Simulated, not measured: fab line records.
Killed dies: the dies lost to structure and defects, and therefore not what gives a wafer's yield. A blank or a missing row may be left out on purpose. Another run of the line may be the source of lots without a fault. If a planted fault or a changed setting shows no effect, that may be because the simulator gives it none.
Which tool did it? + flow berkeleyCmos170 + Sampling: 14 lots, 42 wafers, 5 of 331 route steps

WHAT EACH GAUGE READ, for each wafer
UCB170_NWELL_OVL_MEAS_12. Usual: NWELL_OVL typically reads 2 nm, with standard deviation 5.7.
| lot  | measured    | on         | NWELL_OVL (nm) | flag |
|------|-------------|------------|----------------|------|
| L943 | day 2 04:31 | overlay-01 | 3 8 2          |      |
| L944 | day 2 14:16 | overlay-01 | 10 14 12       |      |
| L945 | day 2 17:11 | overlay-01 | 3 4 2          |      |
| L948 | day 3 09:19 | overlay-01 | 0 6 2          |      |
| L949 | day 3 10:06 | overlay-01 | -1 -2 2        |      |
| L950 | day 3 15:17 | overlay-02 | 5 0 8          |      |
| L952 | day 4 11:46 | overlay-01 | 2 5 0          |      |
| L955 | day 4 20:36 | overlay-01 | 14 11 18       |      |
| L954 | day 4 20:52 | overlay-02 | -10 -2 0       |      |
| L956 | day 5 06:47 | overlay-01 | 3 2 -1         |      |
| L958 | day 5 13:55 | overlay-02 | 5 6 9          |      |
| L959 | day 5 14:16 | overlay-01 | 1 6 -3         |      |
| L964 | day 6 15:10 | overlay-01 | -1 4 2         |      |
| L965 | day 6 23:57 | overlay-02 | 7 3 6          |      |

UCB170_PWELL_THK_MEAS_06. Usual: PWELL_NITRIDE_THK typically reads 215.8 nm, with standard deviation 1.7.
| lot  | measured    | on           | PWELL_NITRIDE_THK (nm) | flag |
|------|-------------|--------------|------------------------|------|
| L943 | day 2 21:34 | filmMetro-03 | 215.3 215.6 216.1      |      |
| L944 | day 3 05:15 | filmMetro-02 | 215.4 215.6 214.5      |      |
| L945 | day 3 12:31 | filmMetro-03 | 216.7 218.3 218.7      |      |
| L948 | day 4 06:13 | filmMetro-03 | 213.6 215.0 214.6      |      |
| L949 | day 4 06:14 | filmMetro-02 | 217.4 217.7 215.3      |      |
| L950 | day 4 06:17 | filmMetro-01 | 212.3 212.3 212.4      |      |
| L952 | day 5 06:00 | filmMetro-03 | 215.1 216.6 214.2      |      |
| L955 | day 5 14:55 | filmMetro-02 | 217.2 215.6 217.8      |      |
| L954 | day 5 14:55 | filmMetro-03 | 216.3 215.0 216.3      |      |
| L956 | day 6 00:22 | filmMetro-01 | 216.9 216.0 217.9      |      |
| L958 | day 6 06:23 | filmMetro-02 | 214.1 215.7 211.8      |      |
| L959 | day 6 06:24 | filmMetro-03 | 218.9 218.0 214.7      |      |
| L964 | day 7 04:43 | filmMetro-01 | 217.1 218.3 216.5      |      |
| L965 | day 7 12:15 | filmMetro-03 | 213.1 214.6 213.6      |      |

UCB170_NSD_OVL_MEAS_07. Usual: NSD_OVL typically reads 1 nm, with standard deviation 5.2.
| lot  | measured     | on         | NSD_OVL (nm)   | flag |
|------|--------------|------------|----------------|------|
| L943 | day 6 23:49  | overlay-02 | 9 6 1          |      |
| L944 | day 6 23:57  | overlay-01 | -1 -4 -9       |      |
| L945 | day 7 13:11  | overlay-02 | 4 17 4         |      |
| L948 | day 7 22:13  | overlay-01 | -5 -3 6        |      |
| L949 | day 7 22:29  | overlay-01 | 6 7 2          |      |
| L950 | day 7 21:57  | overlay-02 | 5 6 7          |      |
| L952 | day 8 19:56  | overlay-01 | -2 8 2         |      |
| L955 | day 9 03:00  | overlay-02 | 8 -3 2         |      |
| L954 | day 9 02:27  | overlay-01 | -1 5 7         |      |
| L956 | day 9 11:58  | overlay-01 | 5 -2 -2        |      |
| L958 | day 9 11:43  | overlay-02 | -153 -161 -167 | OFF  |
| L959 | day 9 21:44  | overlay-01 | -158 -160 -165 | OFF  |
| L964 | day 11 02:25 | overlay-02 | 13 4 5         |      |
| L965 | day 11 02:32 | overlay-01 | 6 7 8          |      |

WHAT TOOL EACH LOT RAN ON (gives the tool, then ch and the chambers of the sampled wafers, and finally the start)
| lot  | UCB170_PWELL_STRIP_16              | UCB170_NSD_EXPOSE_03             |
|------|------------------------------------|----------------------------------|
| L943 | plasmaAsher-02 ch 0,1, day 2 23:06 | krfScanner-01 ch 0, day 6 22:43  |
| L944 | plasmaAsher-04 ch 0,1, day 3 08:02 | krfScanner-02 ch 0, day 6 22:55  |
| L945 | plasmaAsher-01 ch 0, day 3 13:42   | krfScanner-01 ch 0, day 7 12:27  |
| L948 | plasmaAsher-01 ch 0,1, day 4 07:51 | krfScanner-01 ch 0, day 7 21:40  |
| L949 | plasmaAsher-04 ch 0,1, day 4 08:02 | krfScanner-02 ch 0, day 7 21:55  |
| L950 | plasmaAsher-02 ch 0,1, day 4 08:07 | krfScanner-02 ch 0, day 7 21:28  |
| L952 | plasmaAsher-01 ch 0,1, day 5 08:21 | krfScanner-01 ch 0, day 8 19:13  |
| L955 | plasmaAsher-02 ch 0,1, day 5 16:42 | krfScanner-02 ch 0, day 9 02:08  |
| L954 | plasmaAsher-02 ch 0,1, day 5 17:12 | krfScanner-02 ch 0, day 9 01:55  |
| L956 | plasmaAsher-01 ch 0,1, day 6 01:54 | krfScanner-01 ch 0, day 9 11:27  |
| L958 | plasmaAsher-01 ch 0,1, day 6 07:34 | krfScanner-02 ch 0, day 9 11:12  |
| L959 | plasmaAsher-02 ch 0,1, day 6 07:50 | krfScanner-02 ch 0, day 9 20:46  |
| L964 | plasmaAsher-02 ch 0,1, day 7 07:17 | krfScanner-01 ch 0, day 11 01:54 |
| L965 | plasmaAsher-01 ch 0,1, day 7 14:05 | krfScanner-01 ch 0, day 11 02:01 |
- UCB170_PWELL_STRIP_16: strips in O2.
- UCB170_NSD_EXPOSE_03: exposes mask NSELECT MOD, target cd 1200 nm.

WHAT THE TOOLS THEMSELVES READ (means of the sampled wafers that have a number; where no wafer has one, the mark that the record gives instead)
UCB170_PWELL_STRIP_16. Usual: drypumpMotorCurrentA 5.7 A, standard deviation 0.35; oesProductAu 0.721 a.u., standard deviation 0.0044; stripTimeToEndpointS 18.10 s, standard deviation 0.084.
| lot  | tool           | drypumpMotorCurrentA (A) | oesProductAu (a.u.) | stripTimeToEndpointS (s) | flag |
|------|----------------|--------------------------|---------------------|--------------------------|------|
| L943 | plasmaAsher-02 | 5.5                      | 0.723               | 18.13                    |      |
| L944 | plasmaAsher-04 | 5.7                      | 0.724               | 18.07                    |      |
| L945 | plasmaAsher-01 | 6.4                      | 0.723               | 18.20                    |      |
| L948 | plasmaAsher-01 | 5.9                      | 0.723               | 18.16                    |      |
| L949 | plasmaAsher-04 | 5.8                      | 0.721               | 18.08                    |      |
| L950 | plasmaAsher-02 | 5.4                      | 0.720               | 18.01                    |      |
| L952 | plasmaAsher-01 | 6.2                      | 0.722               | 18.07                    |      |
| L955 | plasmaAsher-02 | 5.4                      | 0.726               | 18.12                    |      |
| L954 | plasmaAsher-02 | 5.5                      | 0.723               | 17.97                    |      |
| L956 | plasmaAsher-01 | 6.2                      | 0.721               | 17.98                    |      |
| L958 | plasmaAsher-01 | 6.2                      | 0.726               | 18.09                    |      |
| L959 | plasmaAsher-02 | 5.6                      | 0.720               | 18.10                    |      |
| L964 | plasmaAsher-02 | 5.4                      | 0.718               | 18.10                    |      |
| L965 | plasmaAsher-01 | 6.2                      | 0.719               | 18.11                    |      |

THE ANSWER, worked out from the rows above alone
Rule: a lot counts as off when the mean over its wafers that have a number is more than 3 standard deviations away from the usual mean. Also off: a lot with no number at a reading for which 4 or more lots have one. Any other lot the step has rows for is counted as sound. After the gauges, taken in route order, come the tools' own readings; for these a lot's mean is taken, as printed above. The first step at which some lot is off is used, and at that step the reading that is off furthest; a lot without a number counts as furthest.
Off: at UCB170_NSD_OVL_MEAS_07 (NSD_OVL), L958, L959.
A tool fits if, at a process step before that reading, it ran every lot that is off, and no sound lot after the first of them. Those tools and the gauges at UCB170_NSD_OVL_MEAS_07 are tried in the same way. One fits: krfScanner-02 at UCB170_NSD_EXPOSE_03. Its last sound lot is L955 (day 9 02:08), its first lot that is off L958 (day 9 11:12): a fault that began between those two fits.

WHAT THE SIMULATOR HAD PUT IN
Scanner matching overlay: krfScanner-02, from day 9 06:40 on, at UCB170_NSD_EXPOSE_03. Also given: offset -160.
Struck lots among those shown: L958, L959. The rule given above showed the same thing.
